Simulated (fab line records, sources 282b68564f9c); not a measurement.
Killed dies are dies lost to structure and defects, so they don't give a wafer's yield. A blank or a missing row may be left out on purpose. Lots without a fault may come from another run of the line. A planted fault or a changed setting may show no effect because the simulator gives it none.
A struck lot beside a sound one | flow rit_cmos | 15 steps out of a route of 202
Sound: wafers L409.3, L409.4, L409.5. Struck: wafers L415.2, L415.4, L415.6. The cause comes at the end.
At each step with rows: each side's tool, then ch and its chambers, then its first start. Under that, the readings that differ: sound wafers | struck wafers | difference of the means | sigmas: that difference in standard deviations of wafers without a fault.
alike: readings whose means differ by less than 2 such deviations, and words and numbers that are the same on both sides. not compared: withheld readings, readings that some wafer has no value for, bounds like >300 that may hide the same value, and numbers for which the record gives no deviation and whose values overlap.
The two part at a step that has a row with sigmas, a row that says differs or no value, or rows on one side only. Numbers that don't overlap but have no deviation are shown without sigmas and don't part them. A reading that every wafer of one side lacks parts them only if that side has two wafers or more.

RIT_FOX2_THK_MEAS_01:
  sound on film_metro-01, day 3 06:38; struck on film_metro-03, day 4 13:34
  reading             | sound       | struck      | difference | sigmas
  FOX2_OXIDE_THK (nm) | 364 364 356 | 339 344 338 | -21        | -3
then, 2 steps without rows for these wafers: RIT_FOX2_CLEAN_02 (cleans in dHF, time 180 s); RIT_FOX2_WET_ETCH_03 (etches Si3N4 in H3PO4, target depth 195 nm, time 2700 s).
RIT_FOX2_THK_MEAS_90:
  sound on film_metro-03, day 3 07:31; struck on film_metro-03, day 4 14:31
  reading                     | sound       | struck      | difference | sigmas
  FIELD_OXIDE_LEFT_1_THK (nm) | 337 337 329 | 312 318 311 | -21        | -3
then, 6 steps without rows for these wafers: RIT_NWELL_HMDS_00 (prime time 58.79 s); RIT_NWELL_COAT_01 (resist thk 1300 nm); RIT_NWELL_SOFTBAKE_02 (time 60 s); RIT_NWELL_EXPOSE_03 (exposes mask M2, target cd 43900 nm); RIT_NWELL_PEB_04; RIT_NWELL_DEVELOP_05 (develop time 68 s).
RIT_NWELL_OVL_MEAS_06:
  sound on overlay-02, day 3 08:45; struck on overlay-02, day 4 15:27
  alike: NWELL_OVL
then, 1 step without rows for these wafers: RIT_NWELL_HARDBAKE_07 (time 120 s).
RIT_NWELL_IMPLANT_08:
  sound on implanter-03 ch 0, day 3 09:04; struck on implanter-03 ch 0, day 4 15:46
  reading            | sound             | struck            | difference | sigmas
  tilt_deg (degrees) | 7.026 7.004 6.995 | 7.850 7.865 7.843 | +0.844     | +44
RIT_NWELL_STRIP_09: strips in O2, time 180 s.
  sound on plasma_asher-02 ch 0,1, day 3 09:14; struck on plasma_asher-01 ch 0,1, day 4 15:53
  alike: drypump_motor_current_A
  not compared: rf_hours_counter_h
-- the record jumps here: 2 days lie between the struck wafers' starts before and after (it left off in module NWELL and takes up again in module M1, whose first step shown is number 202 of the route) --
RIT_M1_PROBE_99:
  sound on prober-02, day 5 09:46; struck on prober-02, day 6 21:41
  reading            | sound | struck | difference | sigmas
  killed_at_contacts | 0 0 0 | 0 2 0  | +1         | +2
  alike: killed_at_front_end, killed_dies, killed_on_rim, killed_open, killed_short

WHERE THEY PART
First at RIT_FOX2_THK_MEAS_01; last, within this record, at RIT_M1_PROBE_99.

WHY: what the simulator had put in
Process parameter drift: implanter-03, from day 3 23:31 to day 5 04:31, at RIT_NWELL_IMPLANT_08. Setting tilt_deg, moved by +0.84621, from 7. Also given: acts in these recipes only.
